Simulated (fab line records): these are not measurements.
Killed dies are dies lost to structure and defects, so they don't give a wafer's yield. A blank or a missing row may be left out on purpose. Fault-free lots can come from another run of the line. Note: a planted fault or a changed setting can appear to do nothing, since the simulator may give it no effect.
fab line records / flow berkeley_cmos170
record: lots: 14 wafers: 42 last_day: 13
route steps=331 shown PFIELD@83 PVT@124 NLDD@169 SILICIDE@214
lots with no fault: from the same line, run without faults
start_h: start of the lot's first displayed wafer, in hours after the record's first day / wait_h: hours elapsed since this lot's preceding step / " same as the row above / L1.1+2: several wafers, shown together as one row / - no value present, or no start provided / * or withheld: withheld / < > ~ a bound
route shown NAME@n: names a module that has steps shown in the file, with the first one's number in the route / usual: mean/standard deviation of fault-free wafers / same: alike in all rows / chamber/n: place in a boat / sites: the reading at each site / _std_site: their standard deviation / _edge_site: the outer-site mean with the inner-site mean subtracted / radius_mm: how far each site lies from the wafer's centre / mask NAME#n: copy n / behind: tool/chamber where the wafer was last shaped / hold: why the lot was held/for how many hours/how that ended / device: transistor that didn't switch, given as n, p or np / end of line: tests of these same wafers at the route's end / a step without rows: its recipe alone / killed: the dies lost at the first sort to structure and to defects; this is not the yield of the wafer / map: a wafer's dies, marking killed ones x, the rest . and places with no die _
set.NAME: the setting the step ran with; set.NAME@STEP: the setting that earlier step ran with / model.NAME: the simulator's own value behind a step, which no gauge read
steps of the route over a sample of lots; a table a step, a row a wafer
== steps ==
step: UCB170_PFIELD_PEB_04
recipe: peb_temp_c: 130 peb_time_s: withheld resist: KrF
usual: chill_plate_temp_C: 23.02/0.1 exhaust_pa: 45.0/0.86 plate_temp_C: 130.00/0.13
lot.wafer=L965.3 tool=litho_track-01 chamber=0 start_h=98.73 wait_h=0.3 chill_plate_temp_C=22.82 exhaust_pa=46.1 plate_temp_C=130.12
lot.wafer=L965.4 tool=litho_track-01 chamber=0 start_h=98.73 wait_h=0.3 chill_plate_temp_C=22.83 exhaust_pa=44.8 plate_temp_C=129.95
lot.wafer=L965.6 tool=litho_track-01 chamber=0 start_h=98.73 wait_h=0.3 chill_plate_temp_C=22.92 exhaust_pa=46.3 plate_temp_C=130.02
lot.wafer=L966.3 tool=litho_track-04 chamber=0 start_h=106.15 wait_h=0.3 chill_plate_temp_C=23.08 exhaust_pa=44.6 plate_temp_C=129.92
lot.wafer=L966.4 tool=litho_track-04 chamber=0 start_h=106.15 wait_h=0.3 chill_plate_temp_C=23.13 exhaust_pa=44.7 plate_temp_C=130.10
lot.wafer=L966.6 tool=litho_track-04 chamber=0 start_h=106.15 wait_h=0.3 chill_plate_temp_C=22.94 exhaust_pa=45.9 plate_temp_C=130.00
lot.wafer=L967.1 tool=litho_track-02 chamber=0 start_h=119 wait_h=- chill_plate_temp_C=23.11 exhaust_pa=43.4 plate_temp_C=130.02
lot.wafer=L967.2 tool=litho_track-02 chamber=0 start_h=119 wait_h=- chill_plate_temp_C=23.06 exhaust_pa=45.3 plate_temp_C=129.95
lot.wafer=L967.4 tool=litho_track-02 chamber=0 start_h=120 wait_h=- chill_plate_temp_C=22.92 exhaust_pa=44.8 plate_temp_C=129.81
lot.wafer=L968.2 tool=litho_track-01 chamber=0 start_h=119.97 wait_h=1.0 chill_plate_temp_C=22.91 exhaust_pa=44.7 plate_temp_C=129.86
lot.wafer=L968.4 tool=litho_track-01 chamber=0 start_h=119.97 wait_h=1.0 chill_plate_temp_C=23.03 exhaust_pa=44.8 plate_temp_C=129.89
lot.wafer=L968.5 tool=litho_track-01 chamber=0 start_h=119.97 wait_h=1.0 chill_plate_temp_C=23.14 exhaust_pa=45.1 plate_temp_C=129.90
lot.wafer=L969.1 tool=litho_track-02 chamber=0 start_h=120.67 wait_h=0.9 chill_plate_temp_C=22.91 exhaust_pa=46.1 plate_temp_C=130.00
lot.wafer=L969.5 tool=litho_track-02 chamber=0 start_h=120.67 wait_h=0.9 chill_plate_temp_C=22.92 exhaust_pa=44.9 plate_temp_C=129.98
lot.wafer=L969.6 tool=litho_track-02 chamber=0 start_h=120.67 wait_h=0.9 chill_plate_temp_C=23.03 exhaust_pa=44.4 plate_temp_C=130.01
lot.wafer=L970.1 tool=litho_track-02 chamber=0 start_h=129.10 wait_h=1.0 chill_plate_temp_C=23.04 exhaust_pa=43.8 plate_temp_C=130.19
lot.wafer=L970.4 tool=litho_track-02 chamber=0 start_h=129.10 wait_h=1.0 chill_plate_temp_C=22.94 exhaust_pa=44.1 plate_temp_C=130.30
lot.wafer=L970.5 tool=litho_track-02 chamber=0 start_h=129.10 wait_h=1.0 chill_plate_temp_C=22.87 exhaust_pa=43.3 plate_temp_C=130.17
lot.wafer=L971.1 tool=litho_track-01 chamber=0 start_h=129.20 wait_h=0.8 chill_plate_temp_C=23.10 exhaust_pa=43.7 plate_temp_C=129.92
lot.wafer=L971.2 tool=litho_track-01 chamber=0 start_h=129.20 wait_h=0.8 chill_plate_temp_C=23.19 exhaust_pa=45.0 plate_temp_C=129.95
lot.wafer=L971.6 tool=litho_track-01 chamber=0 start_h=129.20 wait_h=0.8 chill_plate_temp_C=23.23 exhaust_pa=44.4 plate_temp_C=130.02
lot.wafer=L978.3 tool=litho_track-04 chamber=- start_h=168.27 wait_h=0.2 chill_plate_temp_C=- exhaust_pa=- plate_temp_C=-
lot.wafer=L978.4 tool=litho_track-04 chamber=- start_h=168.27 wait_h=0.2 chill_plate_temp_C=- exhaust_pa=- plate_temp_C=-
lot.wafer=L978.6 tool=litho_track-04 chamber=- start_h=168.27 wait_h=0.2 chill_plate_temp_C=- exhaust_pa=- plate_temp_C=-
lot.wafer=L979.2 tool=litho_track-02 chamber=- start_h=168.52 wait_h=0.3 chill_plate_temp_C=- exhaust_pa=- plate_temp_C=-
lot.wafer=L979.3 tool=litho_track-02 chamber=- start_h=168.52 wait_h=0.3 chill_plate_temp_C=- exhaust_pa=- plate_temp_C=-
lot.wafer=L979.5 tool=litho_track-02 chamber=- start_h=168.52 wait_h=0.3 chill_plate_temp_C=- exhaust_pa=- plate_temp_C=-
lot.wafer=L982.4 tool=litho_track-02 chamber=0 start_h=192.83 wait_h=0.3 chill_plate_temp_C=23.02 exhaust_pa=44.5 plate_temp_C=130.04
lot.wafer=L982.5 tool=litho_track-02 chamber=0 start_h=192.83 wait_h=0.3 chill_plate_temp_C=22.94 exhaust_pa=43.3 plate_temp_C=130.02
lot.wafer=L982.6 tool=litho_track-02 chamber=0 start_h=192.83 wait_h=0.3 chill_plate_temp_C=23.02 exhaust_pa=43.5 plate_temp_C=130.11
lot.wafer=L983.1 tool=litho_track-04 chamber=0 start_h=192.95 wait_h=0.1 chill_plate_temp_C=22.77 exhaust_pa=44.2 plate_temp_C=129.82
lot.wafer=L983.5 tool=litho_track-04 chamber=0 start_h=192.95 wait_h=0.1 chill_plate_temp_C=23.03 exhaust_pa=45.0 plate_temp_C=129.89
lot.wafer=L983.6 tool=litho_track-04 chamber=0 start_h=192.95 wait_h=0.1 chill_plate_temp_C=22.99 exhaust_pa=45.2 plate_temp_C=129.99
lot.wafer=L985.3 tool=litho_track-04 chamber=0 start_h=201.11 wait_h=0.3 chill_plate_temp_C=23.13 exhaust_pa=45.7 plate_temp_C=130.07
lot.wafer=L985.4 tool=litho_track-04 chamber=0 start_h=201.11 wait_h=0.3 chill_plate_temp_C=22.86 exhaust_pa=45.6 plate_temp_C=130.23
lot.wafer=L985.6 tool=litho_track-04 chamber=0 start_h=201.11 wait_h=0.3 chill_plate_temp_C=23.20 exhaust_pa=46.5 plate_temp_C=130.16
lot.wafer=L986.1 tool=litho_track-02 chamber=0 start_h=211.42 wait_h=0.1 chill_plate_temp_C=23.15 exhaust_pa=43.7 plate_temp_C=129.84
lot.wafer=L986.2 tool=litho_track-02 chamber=0 start_h=211.42 wait_h=0.1 chill_plate_temp_C=23.10 exhaust_pa=44.3 plate_temp_C=130.16
lot.wafer=L986.4 tool=litho_track-02 chamber=0 start_h=211.42 wait_h=0.1 chill_plate_temp_C=23.07 exhaust_pa=44.6 plate_temp_C=130.06
lot.wafer=L987.1 tool=litho_track-04 chamber=0 start_h=211.70 wait_h=0.1 chill_plate_temp_C=22.99 exhaust_pa=45.2 plate_temp_C=130.22
lot.wafer=L987.3 tool=litho_track-04 chamber=0 start_h=211.70 wait_h=0.1 chill_plate_temp_C=23.01 exhaust_pa=46.8 plate_temp_C=130.01
lot.wafer=L987.4 tool=litho_track-04 chamber=0 start_h=211.70 wait_h=0.1 chill_plate_temp_C=23.04 exhaust_pa=46.2 plate_temp_C=130.15
step: UCB170_PVT_TW_MEAS_09
usual: PVT_TW: 505/4.5
lot.wafer=L965.3 tool=film_metro-02 chamber=- start_h=134.05 wait_h=0.1 PVT_TW=497
lot.wafer=L965.4 tool=film_metro-02 chamber=- start_h=134.05 wait_h=0.1 PVT_TW=499
lot.wafer=L965.6 tool=film_metro-02 chamber=- start_h=134.05 wait_h=0.1 PVT_TW=495
lot.wafer=L966.3 tool=film_metro-03 chamber=- start_h=141.08 wait_h=0.1 PVT_TW=510
lot.wafer=L966.4 tool=film_metro-03 chamber=- start_h=141.08 wait_h=0.1 PVT_TW=510
lot.wafer=L966.6 tool=film_metro-03 chamber=- start_h=141.08 wait_h=0.1 PVT_TW=510
lot.wafer=L967.1 tool=film_metro-01 chamber=- start_h=155.09 wait_h=0.1 PVT_TW=506
lot.wafer=L967.2 tool=film_metro-01 chamber=- start_h=155.09 wait_h=0.1 PVT_TW=505
lot.wafer=L967.4 tool=film_metro-01 chamber=- start_h=155.09 wait_h=0.1 PVT_TW=506
lot.wafer=L968.2 tool=film_metro-01 chamber=- start_h=155.22 wait_h=0.1 PVT_TW=510
lot.wafer=L968.4 tool=film_metro-01 chamber=- start_h=155.22 wait_h=0.1 PVT_TW=508
lot.wafer=L968.5 tool=film_metro-01 chamber=- start_h=155.22 wait_h=0.1 PVT_TW=509
lot.wafer=L969.1 tool=film_metro-02 chamber=- start_h=155.71 wait_h=0.1 PVT_TW=499
lot.wafer=L969.5 tool=film_metro-02 chamber=- start_h=155.71 wait_h=0.1 PVT_TW=500
lot.wafer=L969.6 tool=film_metro-02 chamber=- start_h=155.71 wait_h=0.1 PVT_TW=500
lot.wafer=L970.1 tool=film_metro-01 chamber=- start_h=167.67 wait_h=0.1 PVT_TW=508
lot.wafer=L970.4 tool=film_metro-01 chamber=- start_h=167.67 wait_h=0.1 PVT_TW=508
lot.wafer=L970.5 tool=film_metro-01 chamber=- start_h=167.67 wait_h=0.1 PVT_TW=508
lot.wafer=L971.1 tool=film_metro-02 chamber=- start_h=167.91 wait_h=0.1 PVT_TW=503
lot.wafer=L971.2 tool=film_metro-02 chamber=- start_h=167.91 wait_h=0.1 PVT_TW=499
lot.wafer=L971.6 tool=film_metro-02 chamber=- start_h=167.91 wait_h=0.1 PVT_TW=500
lot.wafer=L979.2 tool=film_metro-03 chamber=- start_h=210.60 wait_h=0.1 PVT_TW=502
lot.wafer=L979.3 tool=film_metro-03 chamber=- start_h=210.60 wait_h=0.1 PVT_TW=503
lot.wafer=L979.5 tool=film_metro-03 chamber=- start_h=210.60 wait_h=0.1 PVT_TW=507
lot.wafer=L978.3 tool=film_metro-01 chamber=- start_h=211.45 wait_h=0.1 PVT_TW=507
lot.wafer=L978.4 tool=film_metro-01 chamber=- start_h=211.45 wait_h=0.1 PVT_TW=506
lot.wafer=L978.6 tool=film_metro-01 chamber=- start_h=211.45 wait_h=0.1 PVT_TW=509
lot.wafer=L982.4 tool=film_metro-03 chamber=- start_h=232.49 wait_h=0.1 PVT_TW=509
lot.wafer=L982.5 tool=film_metro-03 chamber=- start_h=232.49 wait_h=0.1 PVT_TW=508
lot.wafer=L982.6 tool=film_metro-03 chamber=- start_h=232.49 wait_h=0.1 PVT_TW=507
lot.wafer=L983.1 tool=film_metro-02 chamber=- start_h=232.86 wait_h=0.1 PVT_TW=503
lot.wafer=L983.5 tool=film_metro-02 chamber=- start_h=232.86 wait_h=0.1 PVT_TW=500
lot.wafer=L983.6 tool=film_metro-02 chamber=- start_h=232.86 wait_h=0.1 PVT_TW=498
lot.wafer=L985.3 tool=film_metro-02 chamber=- start_h=240.08 wait_h=0.1 PVT_TW=499
lot.wafer=L985.4 tool=film_metro-02 chamber=- start_h=240.08 wait_h=0.1 PVT_TW=501
lot.wafer=L985.6 tool=film_metro-02 chamber=- start_h=240.08 wait_h=0.1 PVT_TW=496
lot.wafer=L987.1 tool=film_metro-02 chamber=- start_h=248.45 wait_h=0.1 PVT_TW=499
lot.wafer=L987.3 tool=film_metro-02 chamber=- start_h=248.45 wait_h=0.1 PVT_TW=497
lot.wafer=L987.4 tool=film_metro-02 chamber=- start_h=248.45 wait_h=0.1 PVT_TW=502
lot.wafer=L986.1 tool=film_metro-01 chamber=- start_h=248.83 wait_h=0.1 PVT_TW=509
lot.wafer=L986.2 tool=film_metro-01 chamber=- start_h=248.83 wait_h=0.1 PVT_TW=507
lot.wafer=L986.4 tool=film_metro-01 chamber=- start_h=248.83 wait_h=0.1 PVT_TW=506
step: UCB170_NLDD_TW_MEAS_11
usual: NLDD_TW: 2221/12
lot.wafer=L965.3 tool=film_metro-04 chamber=- start_h=152.38 wait_h=0.1 NLDD_TW=2233
lot.wafer=L965.4 tool=film_metro-04 chamber=- start_h=152.38 wait_h=0.1 NLDD_TW=2220
lot.wafer=L965.6 tool=film_metro-04 chamber=- start_h=152.38 wait_h=0.1 NLDD_TW=2232
lot.wafer=L966.3 tool=film_metro-01 chamber=- start_h=163.59 wait_h=0.1 NLDD_TW=2221
lot.wafer=L966.4 tool=film_metro-01 chamber=- start_h=163.59 wait_h=0.1 NLDD_TW=2217
lot.wafer=L966.6 tool=film_metro-01 chamber=- start_h=163.59 wait_h=0.1 NLDD_TW=2209
lot.wafer=L967.1 tool=film_metro-04 chamber=- start_h=176.42 wait_h=0.1 NLDD_TW=2245
lot.wafer=L967.2 tool=film_metro-04 chamber=- start_h=176.42 wait_h=0.1 NLDD_TW=2231
lot.wafer=L967.4 tool=film_metro-04 chamber=- start_h=176.42 wait_h=0.1 NLDD_TW=2247
lot.wafer=L969.1 tool=film_metro-03 chamber=- start_h=176.78 wait_h=0.1 NLDD_TW=2221
lot.wafer=L969.5 tool=film_metro-03 chamber=- start_h=176.78 wait_h=0.1 NLDD_TW=2205
lot.wafer=L969.6 tool=film_metro-03 chamber=- start_h=176.78 wait_h=0.1 NLDD_TW=2218
lot.wafer=L968.2 tool=film_metro-03 chamber=- start_h=177.12 wait_h=0.1 NLDD_TW=2215
lot.wafer=L968.4 tool=film_metro-03 chamber=- start_h=177.12 wait_h=0.1 NLDD_TW=2212
lot.wafer=L968.5 tool=film_metro-03 chamber=- start_h=177.12 wait_h=0.1 NLDD_TW=2214
lot.wafer=L970.1 tool=film_metro-04 chamber=- start_h=190.70 wait_h=0.1 NLDD_TW=2245
lot.wafer=L970.4 tool=film_metro-04 chamber=- start_h=190.70 wait_h=0.1 NLDD_TW=2237
lot.wafer=L970.5 tool=film_metro-04 chamber=- start_h=190.70 wait_h=0.1 NLDD_TW=2231
lot.wafer=L971.1 tool=film_metro-03 chamber=- start_h=190.90 wait_h=0.1 NLDD_TW=2218
lot.wafer=L971.2 tool=film_metro-03 chamber=- start_h=190.90 wait_h=0.1 NLDD_TW=2200
lot.wafer=L971.6 tool=film_metro-03 chamber=- start_h=190.90 wait_h=0.1 NLDD_TW=2219
lot.wafer=L979.2 tool=film_metro-01 chamber=- start_h=227.77 wait_h=0.1 NLDD_TW=2211
lot.wafer=L979.3 tool=film_metro-01 chamber=- start_h=227.77 wait_h=0.1 NLDD_TW=2213
lot.wafer=L979.5 tool=film_metro-01 chamber=- start_h=227.77 wait_h=0.1 NLDD_TW=2197
lot.wafer=L978.3 tool=film_metro-01 chamber=- start_h=228.73 wait_h=0.1 NLDD_TW=2212
lot.wafer=L978.4 tool=film_metro-01 chamber=- start_h=228.73 wait_h=0.1 NLDD_TW=2209
lot.wafer=L978.6 tool=film_metro-01 chamber=- start_h=228.73 wait_h=0.1 NLDD_TW=2202
lot.wafer=L982.4 tool=film_metro-01 chamber=- start_h=253.11 wait_h=0.1 NLDD_TW=2217
lot.wafer=L982.5 tool=film_metro-01 chamber=- start_h=253.11 wait_h=0.1 NLDD_TW=2220
lot.wafer=L982.6 tool=film_metro-01 chamber=- start_h=253.11 wait_h=0.1 NLDD_TW=2205
lot.wafer=L983.1 tool=film_metro-03 chamber=- start_h=253.35 wait_h=0.1 NLDD_TW=2222
lot.wafer=L983.5 tool=film_metro-03 chamber=- start_h=253.35 wait_h=0.1 NLDD_TW=2218
lot.wafer=L983.6 tool=film_metro-03 chamber=- start_h=253.35 wait_h=0.1 NLDD_TW=2216
lot.wafer=L985.3 tool=film_metro-01 chamber=- start_h=258.74 wait_h=0.1 NLDD_TW=2210
lot.wafer=L985.4 tool=film_metro-01 chamber=- start_h=258.74 wait_h=0.1 NLDD_TW=2216
lot.wafer=L985.6 tool=film_metro-01 chamber=- start_h=258.74 wait_h=0.1 NLDD_TW=2214
lot.wafer=L987.1 tool=film_metro-01 chamber=- start_h=266.79 wait_h=0.1 NLDD_TW=2208
lot.wafer=L987.3 tool=film_metro-01 chamber=- start_h=266.79 wait_h=0.1 NLDD_TW=2203
lot.wafer=L987.4 tool=film_metro-01 chamber=- start_h=266.79 wait_h=0.1 NLDD_TW=2210
lot.wafer=L986.1 tool=film_metro-04 chamber=- start_h=267.05 wait_h=0.1 NLDD_TW=2219
lot.wafer=L986.2 tool=film_metro-04 chamber=- start_h=267.05 wait_h=0.1 NLDD_TW=2217
lot.wafer=L986.4 tool=film_metro-04 chamber=- start_h=267.05 wait_h=0.1 NLDD_TW=2230
step: UCB170_SILICIDE_RTA_04
recipe: temp_c: 650 time_s: 15 ambient: N2
usual: lamp_power_pct: 9.6/1.2 wafer_temp_C_max: 653.3/0.7
lot.wafer=L965.3 tool=rtp_anneal-01 chamber=0 start_h=166.49 wait_h=0.1 lamp_power_pct=8.5 wafer_temp_C_max=653.3
lot.wafer=L965.4 tool=rtp_anneal-01 chamber=0 start_h=166.49 wait_h=0.1 lamp_power_pct=8.5 wafer_temp_C_max=653.0
lot.wafer=L965.6 tool=rtp_anneal-01 chamber=0 start_h=166.49 wait_h=0.1 lamp_power_pct=8.5 wafer_temp_C_max=653.3
lot.wafer=L966.3 tool=rtp_anneal-01 chamber=0 start_h=177.40 wait_h=0.1 lamp_power_pct=8.5 wafer_temp_C_max=653.7
lot.wafer=L966.4 tool=rtp_anneal-01 chamber=0 start_h=177.40 wait_h=0.1 lamp_power_pct=8.5 wafer_temp_C_max=654.9
lot.wafer=L966.6 tool=rtp_anneal-01 chamber=0 start_h=177.40 wait_h=0.1 lamp_power_pct=8.5 wafer_temp_C_max=653.1
lot.wafer=L967.1 tool=rtp_anneal-02 chamber=0 start_h=189.33 wait_h=0.1 lamp_power_pct=10.9 wafer_temp_C_max=654.4
lot.wafer=L967.2 tool=rtp_anneal-02 chamber=0 start_h=189.33 wait_h=0.1 lamp_power_pct=10.9 wafer_temp_C_max=652.8
lot.wafer=L967.4 tool=rtp_anneal-02 chamber=0 start_h=189.33 wait_h=0.1 lamp_power_pct=10.9 wafer_temp_C_max=653.1
lot.wafer=L969.1 tool=rtp_anneal-01 chamber=0 start_h=189.54 wait_h=0.1 lamp_power_pct=8.5 wafer_temp_C_max=652.0
lot.wafer=L969.5 tool=rtp_anneal-01 chamber=0 start_h=189.54 wait_h=0.1 lamp_power_pct=8.5 wafer_temp_C_max=653.4
lot.wafer=L969.6 tool=rtp_anneal-01 chamber=0 start_h=189.54 wait_h=0.1 lamp_power_pct=8.5 wafer_temp_C_max=653.4
lot.wafer=L968.2 tool=rtp_anneal-02 chamber=0 start_h=189.55 wait_h=0.1 lamp_power_pct=10.9 wafer_temp_C_max=652.3
lot.wafer=L968.4 tool=rtp_anneal-02 chamber=0 start_h=189.55 wait_h=0.1 lamp_power_pct=10.9 wafer_temp_C_max=652.9
lot.wafer=L968.5 tool=rtp_anneal-02 chamber=0 start_h=189.55 wait_h=0.1 lamp_power_pct=10.9 wafer_temp_C_max=654.1
lot.wafer=L970.1 tool=rtp_anneal-01 chamber=0 start_h=203.45 wait_h=0.1 lamp_power_pct=8.5 wafer_temp_C_max=653.4
lot.wafer=L970.4 tool=rtp_anneal-01 chamber=0 start_h=203.45 wait_h=0.1 lamp_power_pct=8.5 wafer_temp_C_max=653.7
lot.wafer=L970.5 tool=rtp_anneal-01 chamber=0 start_h=203.45 wait_h=0.1 lamp_power_pct=8.5 wafer_temp_C_max=653.3
lot.wafer=L971.1 tool=rtp_anneal-02 chamber=0 start_h=203.62 wait_h=0.1 lamp_power_pct=10.9 wafer_temp_C_max=652.5
lot.wafer=L971.2 tool=rtp_anneal-02 chamber=0 start_h=203.62 wait_h=0.1 lamp_power_pct=10.9 wafer_temp_C_max=653.5
lot.wafer=L971.6 tool=rtp_anneal-02 chamber=0 start_h=203.62 wait_h=0.1 lamp_power_pct=10.9 wafer_temp_C_max=653.2
lot.wafer=L979.2 tool=rtp_anneal-02 chamber=0 start_h=237.37 wait_h=0.1 lamp_power_pct=10.9 wafer_temp_C_max=654.0
lot.wafer=L979.3 tool=rtp_anneal-02 chamber=0 start_h=237.37 wait_h=0.1 lamp_power_pct=10.9 wafer_temp_C_max=652.5
lot.wafer=L979.5 tool=rtp_anneal-02 chamber=0 start_h=237.37 wait_h=0.1 lamp_power_pct=10.9 wafer_temp_C_max=653.7
lot.wafer=L978.3 tool=rtp_anneal-02 chamber=0 start_h=237.95 wait_h=0.1 lamp_power_pct=10.9 wafer_temp_C_max=653.4
lot.wafer=L978.4 tool=rtp_anneal-02 chamber=0 start_h=237.95 wait_h=0.1 lamp_power_pct=10.9 wafer_temp_C_max=652.7
lot.wafer=L978.6 tool=rtp_anneal-02 chamber=0 start_h=237.95 wait_h=0.1 lamp_power_pct=10.9 wafer_temp_C_max=652.9
lot.wafer=L982.4 tool=rtp_anneal-02 chamber=0 start_h=265.51 wait_h=0.1 lamp_power_pct=10.9 wafer_temp_C_max=653.0
lot.wafer=L982.5 tool=rtp_anneal-02 chamber=0 start_h=265.51 wait_h=0.1 lamp_power_pct=10.9 wafer_temp_C_max=653.8
lot.wafer=L982.6 tool=rtp_anneal-02 chamber=0 start_h=265.51 wait_h=0.1 lamp_power_pct=10.9 wafer_temp_C_max=653.1
lot.wafer=L983.1 tool=rtp_anneal-01 chamber=0 start_h=265.63 wait_h=0.1 lamp_power_pct=8.5 wafer_temp_C_max=653.4
lot.wafer=L983.5 tool=rtp_anneal-01 chamber=0 start_h=265.63 wait_h=0.1 lamp_power_pct=8.5 wafer_temp_C_max=653.3
lot.wafer=L983.6 tool=rtp_anneal-01 chamber=0 start_h=265.63 wait_h=0.1 lamp_power_pct=8.5 wafer_temp_C_max=652.9
lot.wafer=L985.3 tool=rtp_anneal-01 chamber=0 start_h=270.97 wait_h=0.1 lamp_power_pct=8.5 wafer_temp_C_max=653.6
lot.wafer=L985.4 tool=rtp_anneal-01 chamber=0 start_h=270.97 wait_h=0.1 lamp_power_pct=8.5 wafer_temp_C_max=652.7
lot.wafer=L985.6 tool=rtp_anneal-01 chamber=0 start_h=270.97 wait_h=0.1 lamp_power_pct=8.5 wafer_temp_C_max=653.0
lot.wafer=L987.1 tool=rtp_anneal-02 chamber=0 start_h=278.91 wait_h=0.1 lamp_power_pct=10.9 wafer_temp_C_max=652.3
lot.wafer=L987.3 tool=rtp_anneal-02 chamber=0 start_h=278.91 wait_h=0.1 lamp_power_pct=10.9 wafer_temp_C_max=653.6
lot.wafer=L987.4 tool=rtp_anneal-02 chamber=0 start_h=278.91 wait_h=0.1 lamp_power_pct=10.9 wafer_temp_C_max=652.5
lot.wafer=L986.1 tool=rtp_anneal-01 chamber=0 start_h=279.33 wait_h=0.1 lamp_power_pct=8.5 wafer_temp_C_max=654.1
lot.wafer=L986.2 tool=rtp_anneal-01 chamber=0 start_h=279.33 wait_h=0.1 lamp_power_pct=8.5 wafer_temp_C_max=652.6
lot.wafer=L986.4 tool=rtp_anneal-01 chamber=0 start_h=279.33 wait_h=0.1 lamp_power_pct=8.5 wafer_temp_C_max=652.6
== key ==
first_sign: step: UCB170_PFIELD_PEB_04 reading: tool_record direction: missing
effect none on later readings
met_at UCB170_PFIELD_PEB_04
struck_lots L978,L979
sort_left_out L978.3,L978.4,L978.6,L979.2,L979.3,L979.5
tester_left_out L978,L979
not_acting_at UCB170_PVT_TW_MEAS_09,UCB170_NLDD_TW_MEAS_11,UCB170_SILICIDE_RTA_04
onset_between 129.10 168.27
fault: kind: skipped_step_whole tool: litho_track-02,litho_track-04 chamber: - onset_h: 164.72 steps: UCB170_PFIELD_PEB_04 scope: struck_lots_only
tester_left_out: of these lots the tester's yield and bins aren't shown, on N5 and GAA mostly nor the transistor test; their killed dies are dies lost to structure and defects alone, not to doping, threshold or leakage, so they don't give the yield
sort_left_out: the simulated sort isn't trusted on such a fault, so these wafers' sort isn't shown, and their yield isn't known
